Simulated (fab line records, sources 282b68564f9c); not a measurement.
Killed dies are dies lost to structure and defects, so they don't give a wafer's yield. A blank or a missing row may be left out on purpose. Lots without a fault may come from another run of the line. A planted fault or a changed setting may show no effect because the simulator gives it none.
fab line records | flow rit_cmos
record lots=5 wafers=15 last_day=7
route steps=202 shown ACTIVE@1 M1@202
lots that met no fault: from a run of the same line without faults
start_h: hours from the record's first day to the start of the lot's first wafer shown | wait_h: hours since the lot's step before | " the same as in the row above | L1.1+2: a row that stands for several wafers | - no value, or no start given | * or withheld: withheld | < > ~ a bound
route shown NAME@n: a module of which the file shows steps, and the number in the route of the first | usual: mean/standard deviation of fault-free wafers | same: alike in all rows | chamber/n: place in a boat | sites: the reading at each site | _std_site: their standard deviation | _edge_site: outer sites' mean less inner sites' | radius_mm: how far each site lies from the wafer's centre | mask NAME#n: copy n | behind: the tool/chamber that last shaped the wafer | hold: why the lot was held/for how many hours/how that ended | device: the transistor (n, p or np) that didn't switch | end of line: the same wafers' tests at the end of the route | a step without rows: its recipe alone | killed: dies lost to structure and defects at the first sort, not the wafer's yield | map: a wafer's dies, x killed, . not, _ none there
set.NAME: the setting as run; set.NAME@STEP: as run at that earlier step | model.NAME: the simulator's own value behind a step, which no gauge read
lots at some steps of the route; a table a step, a row a wafer
services: from which hour (start_h, from the record's first day; less than 0 if before it) a tool's chamber was out of use, for how many hours, and why
## steps
# step RIT_ACTIVE_BOW_MEAS_00
# recipe mode=bow
# usual INCOMING_BOW=0/6.3
# columns lot.wafer tool chamber start_h wait_h INCOMING_BOW[um]
L874.1 film_metro-02 - 15.00 - 1
L874.3 " - " " -4
L874.4 " - " " 2
L882.2 film_metro-01 - 55.02 - 7
L882.5 " - " " 5
L882.6 " - " " -6
L889.1 film_metro-02 - 90.00 - 7
L889.4 " - " " 12
L889.6 " - " " -3
L891.4 film_metro-01 - 100.06 - -3
L891.5 " - " " 5
L891.6 " - " " -7
L896.2 film_metro-02 - 125.02 - -2
L896.3 " - " " 5
L896.6 " - " " 3
# step RIT_ACTIVE_OXIDATION_01
# recipe temp_c=1000 ambient=O2 target_thk_a=468 ox_time_s=3503
# step RIT_ACTIVE_THK_MEAS_02
# recipe reads=SiO2_of_ACTIVE_OXIDATION_01
# usual ACTIVE_OXIDE_THK=47.9/0.89
# columns lot.wafer tool chamber start_h wait_h ACTIVE_OXIDE_THK[nm]
L874.1 film_metro-02 - 17.05 0.0 47.7
L874.3 " - " " 47.5
L874.4 " - " " 47.7
L882.2 film_metro-04 - 57.48 0.0 48.8
L882.5 " - " " 48.1
L882.6 " - " " 48.4
L889.1 film_metro-04 - 92.91 0.0 47.0
L889.4 " - " " 47.5
L889.6 " - " " 46.7
L891.4 film_metro-02 - 102.08 0.0 51.0
L891.5 " - " " 50.6
L891.6 " - " " 50.6
L896.2 film_metro-04 - 128.55 0.0 46.4
L896.3 " - " " 47.8
L896.6 " - " " 46.9
# step RIT_ACTIVE_CVD_03
# recipe material=Si3N4 target_thk_nm=150 temp_c=810 precursor=SiH2Cl2/NH3 time_s=1500 pressure_mtorr=300 sih2cl2_flow_sccm=60 nh3_flow_sccm=150
# step RIT_ACTIVE_THK_MEAS_04
# recipe reads=Si3N4_of_ACTIVE_CVD_03
# usual ACTIVE_NITRIDE_THK=150.5/1.1
# columns lot.wafer tool chamber start_h wait_h ACTIVE_NITRIDE_THK[nm]
L874.1 film_metro-04 - 18.53 0.0 152.5
L874.3 " - " " 152.6
L874.4 " - " " 153.0
L882.2 film_metro-04 - 59.60 0.0 150.9
L882.5 " - " " 149.4
L882.6 " - " " 151.1
L889.1 film_metro-01 - 94.38 0.0 149.0
L889.4 " - " " 147.9
L889.6 " - " " 149.2
L891.4 film_metro-04 - 103.56 0.0 149.3
L891.5 " - " " 148.6
L891.6 " - " " 150.3
L896.2 film_metro-02 - 130.03 0.0 151.2
L896.3 " - " " 150.7
L896.6 " - " " 150.1
# step RIT_ACTIVE_HMDS_05
# recipe prime_time_s=60 prime_temp_c=140
# step RIT_ACTIVE_COAT_06
# recipe resist=NOVOLAK spin_rpm=3250 resist_thk_nm=1000
# step RIT_ACTIVE_SOFTBAKE_07
# recipe resist=NOVOLAK temp_c=90 time_s=60
# step RIT_ACTIVE_EXPOSE_08
# recipe mask_id=M1 na=0.6 source_shape=conventional sigma_outer=0.6 target_cd_nm=1400 dose_mj=225
# usual exposure_dose_mJ_cm2=224.95/0.21 focus_offset_nm=0.0/0.52
# same sigma_outer=0.6
# columns lot.wafer tool chamber start_h wait_h mask exposure_dose_mJ_cm2 focus_offset_nm
L874.1 iline_stepper-02 0 19.16 0.2 M1#0 225.38 -0.5
L874.3 " 0 " " M1#0 225.34 -0.5
L874.4 " 0 " " M1#0 225.27 0.0
L882.2 iline_stepper-02 0 60.24 0.2 M1#0 225.18 0.1
L882.5 " 0 " " M1#0 224.80 -0.2
L882.6 " 0 " " M1#0 224.99 -0.2
L889.1 iline_stepper-02 0 95.02 0.2 M1#0 223.39 0.4
L889.4 " 0 " " M1#0 223.57 -0.9
L889.6 " 0 " " M1#0 223.20 0.3
L891.4 iline_stepper-01 0 104.10 0.1 M1#0 224.99 0.8
L891.5 " 0 " " M1#0 224.70 0.5
L891.6 " 0 " " M1#0 225.19 0.3
L896.2 iline_stepper-01 0 130.67 0.2 M1#0 224.98 -0.7
L896.3 " 0 " " M1#0 225.18 0.2
L896.6 " 0 " " M1#0 224.85 0.2
# step RIT_ACTIVE_PEB_09
# recipe resist=NOVOLAK temp_c=withheld time_s=withheld
# step RIT_ACTIVE_DEVELOP_10
# recipe resist=NOVOLAK develop_time_s=50 dev_temp_c=23
# step RIT_ACTIVE_CD_MEAS_11
# recipe target_cd_nm=1400
# usual cd_nm=1400.7/2.6
# columns lot.wafer tool chamber start_h wait_h cd_nm
L874.1 cd_sem-01 - 19.56 - 1400.5
L874.3 " - " " 1400.8
L874.4 " - " " 1401.4
L882.2 cd_sem-02 - 60.64 - 1396.8
L882.5 " - " " 1396.3
L882.6 " - " " 1399.0
L889.1 cd_sem-01 - 95.42 - 1390.3
L889.4 " - " " 1390.2
L889.6 " - " " 1381.9
L891.4 cd_sem-01 - 104.50 - 1401.5
L891.5 " - " " 1401.2
L891.6 " - " " 1401.3
L896.2 cd_sem-01 - 131.07 - 1402.6
L896.3 " - " " 1403.5
L896.6 " - " " 1402.0
# step RIT_ACTIVE_HARDBAKE_12
# recipe resist=NOVOLAK temp_c=140 time_s=60
# step RIT_ACTIVE_ETCH_13
# recipe stop_on=SiO2 chemistry=SF6 target=Si3N4 time_s=210 over_etch_frac=0.4 SF6_flow_sccm=200 pressure_mtorr=260 rf_w=125 target_depth_a=2100
# usual drypump_motor_current_A=5.7/0.52 oes_product_au=0.821/0.015 throttle_valve_pct=7.43/0.13
# same over_etch_frac=0.4
# columns lot.wafer tool chamber start_h wait_h drypump_motor_current_A oes_product_au rf_hours_counter_h throttle_valve_pct model.ACTIVE.cd_nm
L874.1 rie_diel-04 0 19.83 0.1 5.2 0.818 21 7.47 1400
L874.3 " 1 " " 5.3 0.828 158 7.33 1401
L874.4 " 3 " " 6.3 0.823 16 7.33 1401
L882.2 rie_diel-02 2 60.89 0.1 5.3 0.839 30 7.24 1397
L882.5 " 1 " " 4.9 0.811 - 7.39 1396
L882.6 " 2 " " 5.3 0.852 - 7.24 1399
L889.1 rie_diel-01 1 95.69 0.1 6.1 0.818 19 7.34 1390
L889.4 " 0 " " 6.1 0.835 145 7.53 1390
L889.6 " 3 " " 5.6 0.818 - 7.26 1382
L891.4 rie_diel-02 3 104.71 0.1 6.3 0.796 39 7.62 1402
L891.5 " 2 " " 5.3 0.839 - 7.24 1402
L891.6 " 1 " " 4.8 0.807 - 7.39 1401
L896.2 rie_diel-04 0 131.32 0.1 5.1 0.811 22 7.47 1402
L896.3 " 2 " " 5.5 0.823 41 7.55 1404
L896.6 " 3 " " 6.4 0.816 - 7.34 1402
# step RIT_ACTIVE_STRIP_14
# recipe chemistry=O2 time_s=180 resist=NOVOLAK platen_temp_c=withheld power_w=500 pressure_mtorr=4126 o2_flow_sccm=4000
# usual drypump_motor_current_A=5.6/0.34
# columns lot.wafer tool chamber start_h wait_h drypump_motor_current_A rf_hours_counter_h
L874.1 plasma_asher-01 1 19.97 0.1 5.5 37
L874.3 " 1 " " 5.5 -
L874.4 " 0 " " 6.2 -
L882.2 plasma_asher-04 1 61.03 0.1 5.8 26
L882.5 " 1 " " 5.8 -
L882.6 " 0 " " 5.6 -
L889.1 plasma_asher-03 1 95.82 0.1 5.2 45
L889.4 " 0 " " 5.5 -
L889.6 " 1 " " 5.2 -
L891.4 plasma_asher-01 1 104.90 0.1 5.5 -
L891.5 " 1 " " 5.5 -
L891.6 " 0 " " 6.3 -
L896.2 plasma_asher-03 0 131.45 0.1 5.6 1
L896.3 " 1 " " 5.2 -
L896.6 " 0 " " 5.5 -
# step RIT_M1_PROBE_99
# usual killed_at_front_end=7/3 killed_dies=7/3.1 killed_open=3.4/2.1 killed_short=3.4/2
# same gross_dies=264 killed_at_M0_to_M3=0 killed_at_M4_up=0 killed_at_back_side=0 killed_at_contacts=0 killed_at_other=0
# columns lot.wafer tool chamber start_h wait_h killed_at_front_end killed_dies killed_open killed_short
L874.1 prober-02 - 69.25 0.1 5 5 2 3
L874.3 prober-02 - 69.35 0.2 8 8 5 3
L874.4 prober-02 - 69.40 0.2 2 2 1 1
L882.2 prober-02 - 108.14 0.1 5 5 4 1
L882.5 prober-02 - 108.29 0.2 6 6 1 5
L882.6 prober-02 - 108.34 0.2 13 13 7 6
L889.1 prober-01 - 142.02 0.1 6 6 5 1
L889.4 prober-01 - 142.17 0.2 4 4 0 4
L889.6 prober-01 - 142.27 0.2 7 7 4 3
L891.4 prober-01 - 153.15 0.2 11 11 5 6
L891.5 prober-01 - 153.20 0.2 6 6 2 4
L891.6 prober-01 - 153.25 0.2 7 7 5 2
L896.2 prober-02 - 177.47 0.1 7 7 3 4
L896.3 prober-02 - 177.52 0.2 2 2 2 0
L896.6 prober-02 - 177.67 0.2 6 6 4 2
# killed by level:class
L874.1 GATE:geometric_particle:open=2 GATE:geometric_particle:short=2 REOX:geometric_particle:short=1
L874.3 GATE:geometric_particle:open=2 REOX:geometric_particle:open=2 GATE:geometric_particle:short=1 REOX:geometric_particle:short=1 SPACER:geometric_particle:short=1 SPACER:geometric_particle:open=1
L874.4 SPACER:geometric_particle:open=1 SPACER:geometric_particle:short=1
L882.2 SPACER:geometric_particle:open=2 REOX:geometric_particle:open=1 SILICIDE:geometric_particle:open=1 SILICIDE:geometric_particle:short=1
L882.5 REOX:geometric_particle:short=2 SILICIDE:geometric_particle:short=2 GATE:geometric_particle:short=1 GATE:geometric_particle:open=1
L882.6 REOX:geometric_particle:short=4 GATE:geometric_particle:open=3 GATE:geometric_particle:short=2 REOX:geometric_particle:open=2 SPACER:geometric_particle:open=2
L889.1 FOX1:geometric_particle:open=1 FOX2:geometric_particle:open=1 GATE:geometric_particle:short=1 GATE:geometric_particle:open=1 SPACER:geometric_particle:open=1 SILICIDE:geometric_particle:open=1
L889.4 GATE:geometric_particle:short=3 SILICIDE:geometric_particle:short=1
L889.6 GATE:geometric_particle:open=2 GATE:geometric_particle:short=2 SPACER:geometric_particle:short=1 SPACER:geometric_particle:open=1 SILICIDE:geometric_particle:open=1
L891.4 GATE:geometric_particle:short=4 GATE:geometric_particle:open=4 FOX1:geometric_particle:short=1 REOX:geometric_particle:open=1 SILICIDE:geometric_particle:short=1
L891.5 SILICIDE:geometric_particle:short=3 GATE:geometric_particle:open=2 GATE:geometric_particle:short=1
L891.6 GATE:geometric_particle:open=4 GATE:geometric_particle:short=2 SILICIDE:geometric_particle:open=1
L896.2 GATE:geometric_particle:open=3 GATE:geometric_particle:short=2 FOX1:geometric_particle:short=1 FOX2:geometric_particle:short=1
L896.3 FOX1:geometric_particle:open=1 REOX:geometric_particle:open=1
L896.6 SILICIDE:geometric_particle:open=2 FOX1:geometric_particle:open=1 GATE:geometric_particle:short=1 REOX:geometric_particle:open=1 SPACER:geometric_particle:short=1
## services
# columns tool chamber start_h hours kind
rie_diel-04 - -2.20 3.5 repair
rie_diel-04 2 0.99 5.7 repair
rie_diel-02 - 7.45 15.6 pm
iline_stepper-02 - 52.71 1.7 pm
iline_stepper-02 0 55.42 - calibration
plasma_asher-04 - 66.03 15.6 pm
rie_diel-04 2 71.51 3.9 repair
rie_diel-01 0 76.20 3.1 repair
rie_diel-04 - 79.90 14.6 pm
rie_diel-02 - 92.45 0.9 repair
rie_diel-04 - 94.50 15.6 pm
iline_stepper-01 - 96.02 1.7 pm
iline_stepper-01 0 105.76 - calibration
plasma_asher-03 - 108.75 9.0 pm
plasma_asher-03 0 108.75 9.0 vent_cycle
plasma_asher-03 1 108.75 9.0 vent_cycle
rie_diel-04 1 110.10 - clean
rie_diel-04 1 110.10 13.7 scheduled_down
rie_diel-04 1 110.10 13.7 vent_cycle
plasma_asher-03 0 117.75 - clean
plasma_asher-03 1 117.75 - clean
rie_diel-04 - 119.46 1.1 repair
rie_diel-04 - 124.64 2.8 pm
rie_diel-01 3 126.93 15.4 repair
## key
first_sign step=RIT_ACTIVE_EXPOSE_08 reading=exposure_dose_mJ_cm2 direction=down sigmas=7.3 usual=224.95 struck=223.39
effect step=RIT_ACTIVE_CD_MEAS_11 reading=cd_nm direction=down sigmas=5.2 usual=1400.7 struck=1387.4 through=control_loop
model_effect step=RIT_ACTIVE_ETCH_13 value=ACTIVE.cd_nm without=1398 struck=1387
met_at RIT_ACTIVE_EXPOSE_08
struck_wafers L889.1,L889.4,L889.6
tester_left_out L889
loop_trim step=RIT_ACTIVE_EXPOSE_08 setting=dose lots=L889
onset_between 60.24 95.02
fault kind=process_parameter_drift tool=iline_stepper-02 chamber=- onset_h=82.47 steps=RIT_ACTIVE_EXPOSE_08 channel=focus_nm offset=390.43 spread_by_wafer=0.3 shape=step end_h=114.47
# tester_left_out: of these lots the tester's yield and bins aren't shown, on N5 and GAA mostly nor the transistor test; their killed dies are dies lost to structure and defects alone, not to doping, threshold or leakage, so they don't give the yield
# loop_trim: a control loop set the setting to another value than it would have without faults
